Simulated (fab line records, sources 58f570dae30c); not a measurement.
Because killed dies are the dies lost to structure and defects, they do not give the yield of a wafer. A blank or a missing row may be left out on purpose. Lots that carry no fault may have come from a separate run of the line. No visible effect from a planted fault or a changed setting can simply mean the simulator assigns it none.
fab line records + flow berkeley_cmos170
record
- lots=6
- wafers=18
- last_day=11
route steps=331 shown M2@276
lots untouched by any fault: they come from a run of this same line in which no faults occurred
start_h: start of the lot's first displayed wafer, in hours after the record's first day + wait_h: hours since the lot's step before + " same as the row above + L1.1+2: one row covering several wafers at once + - no value, or no start given + * or withheld: withheld + < > ~ a bound
route shown NAME@n: NAME is a module with steps in the file, n the number in the route of the first one + usual: mean and standard deviation over wafers with no fault + same: alike in all rows + chamber/n: place in a boat + sites: per-site readings + _std_site: the values' standard deviation + _edge_site: outer sites' mean less inner sites' + radius_mm: for every site, how far away it sits from the centre of the wafer + mask NAME#n: copy n + behind: the last tool/chamber to shape the wafer + hold: the reason the lot was held/the length of the hold in hours/how it ended + device: transistor that didn't switch, given as n, p or np + end of line: at the end of the route, the tests of the same wafers + a step with no rows: only its recipe + killed: count of dies lost to structure and defects at first sort (not the wafer's yield) + map: per-die view of a wafer (x killed, . not killed, _ where there is no die)
set.NAME: the setting the step ran with; set.NAME@STEP: the setting that earlier step ran with + model.NAME: the simulator's own value behind a step, which no gauge read
lots seen at some steps along the route; tables by step, rows by wafer
services: when a tool's chamber went out of use (start_h, in hours from the record's first day, below 0 if earlier), for how many hours, and the reason
## steps
# step UCB170_M2_COAT_05
# recipe
- resist=KrF
- spin_rpm=1500
- resist_thk_nm=900
# step UCB170_M2_SOFTBAKE_06
# recipe
- resist=KrF
- temp_c=130
- time_s=60
# step UCB170_M2_STRIP_07
# recipe
- chemistry=O2
- power_w=400
- pressure_mtorr=3500
- platen_temp_c=withheld
- o2_flow_sccm=400
- overash_fraction=0.5
# usual
- drypump_motor_current_A=5.8/0.53
- o2_flow_sccm=400.1/1.1
- oes_product_au=0.735/0.005
- strip_time_to_endpoint_s=21.95/0.071
| lot.wafer | tool            | chamber | start_h | wait_h | drypump_motor_current_A | o2_flow_sccm | oes_product_au | rf_hours_counter_h | strip_time_to_endpoint_s |
|-----------|-----------------|---------|---------|--------|-------------------------|--------------|----------------|--------------------|--------------------------|
| L282.2    | plasma_asher-01 | 0       | 219.78  | 0.1    | 6.5                     | 399.0        | 0.735          | 41                 | 21.81                    |
| L282.3    | "               | 1       | "       | "      | 5.9                     | 400.4        | 0.737          | -                  | 21.80                    |
| L282.4    | "               | 0       | "       | "      | 6.5                     | 398.9        | 0.732          | -                  | 21.85                    |
| L279.1    | plasma_asher-01 | 0       | 221.01  | 0.1    | 6.5                     | 401.2        | 0.730          | 41                 | 21.93                    |
| L279.3    | "               | 0       | "       | "      | 6.5                     | 401.9        | 0.731          | -                  | 21.85                    |
| L279.4    | "               | 1       | "       | "      | 6.0                     | 401.1        | 0.739          | -                  | 21.93                    |
| L290.1    | plasma_asher-01 | 0       | 255.39  | 0.1    | 6.5                     | 401.2        | 0.730          | 44                 | 21.95                    |
| L290.3    | "               | 0       | "       | "      | 6.5                     | 401.4        | 0.732          | -                  | 22.01                    |
| L290.6    | "               | 0       | "       | "      | 6.5                     | 400.5        | 0.736          | -                  | 21.99                    |
| L288.2    | plasma_asher-02 | 0       | 256.29  | 0.1    | 5.5                     | 399.3        | 0.739          | 14                 | 21.98                    |
| L288.3    | "               | 0       | "       | "      | 5.5                     | 398.8        | 0.725          | -                  | 21.98                    |
| L288.5    | "               | 1       | "       | "      | 4.8                     | 401.6        | 0.733          | -                  | 21.96                    |
| L289.1    | plasma_asher-04 | 1       | 257.90  | 0.1    | 6.1                     | 401.3        | 0.739          | 58                 | 21.89                    |
| L289.3    | "               | 0       | "       | "      | 5.8                     | 399.5        | 0.732          | -                  | 21.85                    |
| L289.4    | "               | 1       | "       | "      | 6.2                     | 399.5        | 0.730          | -                  | 21.91                    |
| L291.1    | plasma_asher-04 | 1       | 267.29  | 0.1    | 6.1                     | 399.3        | 0.739          | 59                 | 21.94                    |
| L291.3    | "               | 0       | "       | "      | 5.7                     | 400.8        | 0.731          | -                  | 21.95                    |
| L291.5    | "               | 1       | "       | "      | 6.2                     | 399.9        | 0.736          | -                  | 21.92                    |
# step UCB170_M2_STRIP_08
# recipe
- chemistry=DMSO
- temp_c=80
- time_s=600
- material=KrF
# step UCB170_M2_COAT_09
# recipe
- resist=BARC
- temp_c=withheld
- time_s=withheld
- spin_rpm=3000
- resist_thk_nm=withheld
# step UCB170_M2_COAT_10
# recipe
- resist=KrF
- spin_rpm=1500
- resist_thk_nm=900
# step UCB170_M2_SOFTBAKE_11
# recipe
- resist=KrF
- temp_c=130
- time_s=60
# step UCB170_M2_EXPOSE_12
# recipe
- mask_id=METAL2
- target_cd_nm=700
- na=0.5
- sigma_outer=0.6
- source_shape=conventional
- dose_mj=26
# step UCB170_M2_PEB_13
# recipe
- peb_temp_c=130
- peb_time_s=withheld
- resist=KrF
# step UCB170_M2_DEVELOP_14
# recipe
- developer=TMAH
- develop_time_s=45
- resist=KrF
- dev_temp_c=21
# step UCB170_M2_CD_MEAS_15
# recipe
- target_cd_nm=700
# usual
- cd_nm=699.9/1.2
| lot.wafer | tool      | chamber | start_h | wait_h | cd_nm |
|-----------|-----------|---------|---------|--------|-------|
| L282.2    | cd_sem-02 | -       | 221.09  | -      | 699.0 |
| L282.3    | "         | -       | "       | "      | 699.4 |
| L282.4    | "         | -       | "       | "      | 699.5 |
| L279.1    | cd_sem-02 | -       | 222.88  | -      | 700.2 |
| L279.3    | "         | -       | "       | "      | 701.6 |
| L279.4    | "         | -       | "       | "      | 702.8 |
| L290.1    | cd_sem-01 | -       | 256.84  | -      | 698.6 |
| L290.3    | "         | -       | "       | "      | 700.6 |
| L290.6    | "         | -       | "       | "      | 699.9 |
| L288.2    | cd_sem-02 | -       | 259.89  | -      | 699.8 |
| L288.3    | "         | -       | "       | "      | 701.5 |
| L288.5    | "         | -       | "       | "      | 701.6 |
| L289.1    | cd_sem-01 | -       | 260.07  | -      | 700.2 |
| L289.3    | "         | -       | "       | "      | 700.4 |
| L289.4    | "         | -       | "       | "      | 701.4 |
| L291.1    | cd_sem-01 | -       | 268.41  | -      | 699.1 |
| L291.3    | "         | -       | "       | "      | 698.3 |
| L291.5    | "         | -       | "       | "      | 699.2 |
# step UCB170_M2_OVL_MEAS_16
# usual
- M2_OVL=2/4.8
| lot.wafer | tool       | chamber | start_h | wait_h | M2_OVL[nm] |
|-----------|------------|---------|---------|--------|------------|
| L282.2    | overlay-02 | -       | 221.20  | 0.1    | -3         |
| L282.3    | "          | -       | "       | "      | -5         |
| L282.4    | "          | -       | "       | "      | 2          |
| L279.1    | overlay-02 | -       | 223.00  | 0.1    | 0          |
| L279.3    | "          | -       | "       | "      | 0          |
| L279.4    | "          | -       | "       | "      | 4          |
| L290.1    | overlay-02 | -       | 256.96  | 0.1    | -1         |
| L290.3    | "          | -       | "       | "      | 2          |
| L290.6    | "          | -       | "       | "      | 9          |
| L288.2    | overlay-01 | -       | 259.99  | 0.1    | 0          |
| L288.3    | "          | -       | "       | "      | 0          |
| L288.5    | "          | -       | "       | "      | 13         |
| L289.1    | overlay-02 | -       | 260.19  | 0.1    | 1          |
| L289.3    | "          | -       | "       | "      | 7          |
| L289.4    | "          | -       | "       | "      | 5          |
| L291.1    | overlay-02 | -       | 268.53  | 0.1    | 5          |
| L291.3    | "          | -       | "       | "      | 4          |
| L291.5    | "          | -       | "       | "      | 4          |
# step UCB170_M2_ETCH_17
# recipe
- chemistry=N2/H2
- target_depth_a=withheld
- overetch_a=withheld
- target=BARC
- time_s=withheld
- source_w=500
- bias_w=100
- pressure_mtorr=30
- n2_flow_sccm=100
- h2_flow_sccm=200
# usual
- bias_w=100.0/0.31
- chamber_pressure_mTorr=29.997/0.026
- drypump_motor_current_A=5.6/0.35
- oes_product_au=0.977/0.025
- throttle_valve_pct=13.31/0.24
| lot.wafer | tool        | chamber | start_h | wait_h | bias_w | chamber_pressure_mTorr | drypump_motor_current_A | oes_product_au | throttle_valve_pct |
|-----------|-------------|---------|---------|--------|--------|------------------------|-------------------------|----------------|--------------------|
| L282.2    | rie_diel-01 | 0       | 221.23  | 0.0    | 99.7   | 30.002                 | 5.7                     | 0.987          | 13.70              |
| L282.3    | "           | 3       | "       | "      | 99.9   | 30.022                 | 5.2                     | 0.958          | 13.47              |
| L282.4    | "           | 1       | "       | "      | 100.2  | 29.955                 | 5.1                     | 0.961          | 13.03              |
| L279.1    | rie_diel-03 | 2       | 223.04  | 0.0    | 99.5   | 30.008                 | 5.5                     | 0.999          | 13.45              |
| L279.3    | "           | 3       | "       | "      | 99.7   | 29.989                 | 6.1                     | 0.937          | 13.34              |
| L279.4    | "           | 0       | "       | "      | 100.6  | 30.007                 | 5.9                     | 0.999          | 13.43              |
| L290.1    | rie_diel-01 | 2       | 257.00  | 0.0    | 99.8   | 30.020                 | 5.7                     | 0.964          | 13.47              |
| L290.3    | "           | 1       | "       | "      | 100.2  | 30.024                 | 5.2                     | 0.962          | 13.03              |
| L290.6    | "           | 1       | "       | "      | 99.8   | 29.977                 | 5.2                     | 0.954          | 13.04              |
| L288.2    | rie_diel-01 | 2       | 260.02  | 0.0    | -      | -                      | -                       | -              | -                  |
| L288.3    | "           | 3       | "       | "      | -      | -                      | -                       | -              | -                  |
| L288.5    | "           | 2       | "       | "      | -      | -                      | -                       | -              | -                  |
| L289.1    | rie_diel-03 | 3       | 260.22  | 0.0    | -      | -                      | -                       | -              | -                  |
| L289.3    | "           | 1       | "       | "      | -      | -                      | -                       | -              | -                  |
| L289.4    | "           | 2       | "       | "      | -      | -                      | -                       | -              | -                  |
| L291.1    | rie_diel-04 | 1       | 268.57  | 0.0    | 99.7   | 29.987                 | 6.4                     | 0.982          | 13.19              |
| L291.3    | "           | 0       | "       | "      | 99.5   | 29.993                 | 6.1                     | 1.028          | 13.30              |
| L291.5    | "           | 2       | "       | "      | 99.6   | 30.030                 | 5.7                     | 0.958          | 13.14              |
# step UCB170_M2_METAL_ETCH_18
# recipe
- chemistry=Cl2/BCl3
- target=Al
- stop_on=SiO2
- pressure_mtorr=12
- target_depth_a=11700
- over_etch_frac=0.3
- time_s=195
- icp_w=600
- bias_w=120
- Cl2_flow_sccm=90
- bcl3_flow_sccm=45
# usual
- bcl3_flow_sccm=45.00/0.14
- bias_w=120.0/0.35
- drypump_motor_current_A=5.3/0.41
- oes_product_au=0.859/0.014
- throttle_valve_pct=24.52/0.22
| lot.wafer | tool         | chamber | start_h | wait_h | bcl3_flow_sccm | bias_w | drypump_motor_current_A | oes_product_au | rf_hours_counter_h | throttle_valve_pct |
|-----------|--------------|---------|---------|--------|----------------|--------|-------------------------|----------------|--------------------|--------------------|
| L282.2    | rie_metal-01 | 0       | 221.27  | -      | 45.10          | 120.4  | 5.7                     | 0.843          | 5.8                | 24.73              |
| L282.3    | "            | 0       | "       | "      | 44.93          | 119.8  | 5.7                     | 0.861          | -                  | 24.71              |
| L282.4    | "            | 1       | "       | "      | 44.73          | 120.5  | 5.0                     | 0.867          | -                  | 24.32              |
| L279.1    | rie_metal-03 | 0       | 223.08  | -      | 44.86          | 120.5  | 5.2                     | 0.875          | 6.6                | 24.64              |
| L279.3    | "            | 0       | "       | "      | 44.89          | 120.7  | 5.2                     | 0.861          | -                  | 24.65              |
| L279.4    | "            | 1       | "       | "      | 44.89          | 119.9  | 6.0                     | 0.854          | -                  | 24.77              |
| L290.1    | rie_metal-01 | 1       | 257.04  | -      | 44.75          | 119.9  | 5.0                     | 0.862          | 8.1                | 24.31              |
| L290.3    | "            | 1       | "       | "      | 44.69          | 120.0  | 5.0                     | 0.865          | -                  | 24.31              |
| L290.6    | "            | 1       | "       | "      | 45.02          | 120.1  | 5.0                     | 0.875          | -                  | 24.31              |
| L288.2    | rie_metal-03 | 0       | 260.07  | -      | 44.99          | 119.8  | 5.2                     | 0.383          | 7.8                | 24.89              |
| L288.3    | "            | 0       | "       | "      | 44.98          | 119.8  | 5.2                     | 0.387          | -                  | 24.88              |
| L288.5    | "            | 0       | "       | "      | 44.97          | 120.0  | 5.2                     | 0.382          | -                  | 24.89              |
| L289.1    | rie_metal-02 | 1       | 260.26  | -      | 45.11          | 120.1  | 4.8                     | 0.368          | 6.7                | 24.40              |
| L289.3    | "            | 0       | "       | "      | 44.98          | 120.2  | 5.0                     | 0.371          | -                  | 24.50              |
| L289.4    | "            | 1       | "       | "      | 45.16          | 120.3  | 4.9                     | 0.370          | -                  | 24.42              |
| L291.1    | rie_metal-03 | 0       | 268.61  | -      | 45.05          | 119.7  | 5.2                     | 0.873          | 8.2                | 24.65              |
| L291.3    | "            | 1       | "       | "      | 44.96          | 120.1  | 6.0                     | 0.842          | -                  | 24.77              |
| L291.5    | "            | 1       | "       | "      | 44.94          | 119.4  | 5.9                     | 0.864          | -                  | 24.76              |
# step UCB170_M2_STRIP_19
# recipe
- chemistry=O2
- power_w=400
- pressure_mtorr=3500
- platen_temp_c=withheld
- o2_flow_sccm=400
- overash_fraction=0.5
# usual
- drypump_motor_current_A=5.7/0.56
- o2_flow_sccm=400.1/1.1
- oes_product_au=0.528/0.022
| lot.wafer | tool            | chamber | start_h | wait_h | drypump_motor_current_A | o2_flow_sccm | oes_product_au | rf_hours_counter_h |
|-----------|-----------------|---------|---------|--------|-------------------------|--------------|----------------|--------------------|
| L282.2    | plasma_asher-02 | 0       | 221.46  | 0.1    | 5.5                     | 399.4        | 0.536          | 11                 |
| L282.3    | "               | 0       | "       | "      | 5.6                     | 399.1        | 0.530          | -                  |
| L282.4    | "               | 1       | "       | "      | 4.8                     | 401.1        | 0.547          | -                  |
| L279.1    | plasma_asher-02 | 0       | 223.27  | 0.1    | 5.6                     | 399.8        | 0.511          | 11                 |
| L279.3    | "               | 1       | "       | "      | 4.7                     | 401.2        | 0.513          | -                  |
| L279.4    | "               | 0       | "       | "      | 5.6                     | 399.2        | 0.526          | -                  |
| L290.1    | plasma_asher-02 | 0       | 257.23  | 0.1    | 5.5                     | 400.6        | 0.549          | 15                 |
| L290.3    | "               | 1       | "       | "      | 4.8                     | 401.5        | 0.552          | -                  |
| L290.6    | "               | 1       | "       | "      | 4.8                     | 399.1        | 0.550          | -                  |
| L288.2    | plasma_asher-04 | 1       | 260.25  | 0.1    | 6.1                     | 401.4        | 0.526          | 58                 |
| L288.3    | "               | 1       | "       | "      | 6.2                     | 400.4        | 0.519          | -                  |
| L288.5    | "               | 0       | "       | "      | 5.7                     | 399.3        | 0.520          | -                  |
| L289.1    | plasma_asher-01 | 0       | 260.45  | 0.1    | 6.5                     | 398.1        | 0.510          | 45                 |
| L289.3    | "               | 0       | "       | "      | 6.5                     | 402.0        | 0.574          | -                  |
| L289.4    | "               | 1       | "       | "      | 6.0                     | 401.5        | 0.514          | -                  |
| L291.1    | plasma_asher-02 | 0       | 268.80  | 0.1    | 5.5                     | 400.4        | 0.515          | 16                 |
| L291.3    | "               | 0       | "       | "      | 5.6                     | 402.1        | 0.521          | -                  |
| L291.5    | "               | 1       | "       | "      | 4.7                     | 401.0        | 0.513          | -                  |
# step UCB170_M2_CD_MEAS_90
# recipe
- target_cd_nm=700
# usual
- cd_nm=700/4
| lot.wafer | tool      | chamber | start_h | wait_h | cd_nm |
|-----------|-----------|---------|---------|--------|-------|
| L282.2    | cd_sem-01 | -       | 221.58  | 0.1    | 705   |
| L282.3    | "         | -       | "       | "      | 703   |
| L282.4    | "         | -       | "       | "      | 692   |
| L279.1    | cd_sem-02 | -       | 223.37  | 0.1    | 705   |
| L279.3    | "         | -       | "       | "      | 704   |
| L279.4    | "         | -       | "       | "      | 701   |
| L290.1    | cd_sem-01 | -       | 257.33  | 0.1    | 694   |
| L290.3    | "         | -       | "       | "      | 703   |
| L290.6    | "         | -       | "       | "      | 699   |
| L288.2    | cd_sem-02 | -       | 260.37  | 0.1    | -     |
| L288.3    | "         | -       | "       | "      | -     |
| L288.5    | "         | -       | "       | "      | -     |
| L289.1    | cd_sem-01 | -       | 260.55  | 0.1    | -     |
| L289.3    | "         | -       | "       | "      | -     |
| L289.4    | "         | -       | "       | "      | -     |
| L291.1    | cd_sem-01 | -       | 268.90  | 0.1    | 698   |
| L291.3    | "         | -       | "       | "      | 699   |
| L291.5    | "         | -       | "       | "      | 703   |
## services
| tool            | chamber | start_h | hours | kind   |
|-----------------|---------|---------|-------|--------|
| rie_metal-03    | 1       | 202.48  | 5.5   | repair |
| rie_diel-01     | 0       | 213.03  | 5.8   | repair |
| rie_diel-01     | -       | 213.30  | 0.9   | repair |
| rie_diel-01     | 0       | 244.41  | 9.2   | repair |
| rie_diel-04     | 2       | 245.59  | 2.1   | repair |
| plasma_asher-01 | -       | 246.58  | 2.8   | pm     |
| rie_metal-02    | -       | 250.03  | 0.5   | repair |
| rie_diel-04     | -       | 253.59  | 1.8   | repair |
| rie_diel-01     | 3       | 254.61  | 2.0   | repair |
| rie_diel-01     | -       | 262.78  | 2.8   | pm     |
## key
first_sign
- step=UCB170_M2_ETCH_17
- reading=tool_record
- direction=missing
effect
- step=UCB170_M2_METAL_ETCH_18
- reading=oes_product_au
- direction=down
- sigmas=34
- usual=0.859
- struck=0.377
effect
- step=UCB170_M2_CD_MEAS_90
- reading=cd_nm
- direction=missing
met_at UCB170_M2_ETCH_17
struck_wafers L288.2,L288.3,L288.5,L289.1,L289.3,L289.4
later_rows_left_out L288.2,L288.3,L288.5,L289.1,L289.3,L289.4
sort_left_out L288.2,L288.3,L288.5,L289.1,L289.3,L289.4
onset_between 223.04 260.02
fault
- kind=skipped_step_whole
- tool=rie_diel-01,rie_diel-03
- chamber=-
- onset_h=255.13
- steps=UCB170_M2_ETCH_17
- scope=struck_lots_only
# sort_left_out: the simulated sort isn't trusted on such a fault, so these wafers' sort isn't shown, and their yield isn't known
# later_rows_left_out: the simulator's readings of these wafers behind a module that went badly wrong aren't trusted and aren't shown, but for the sort
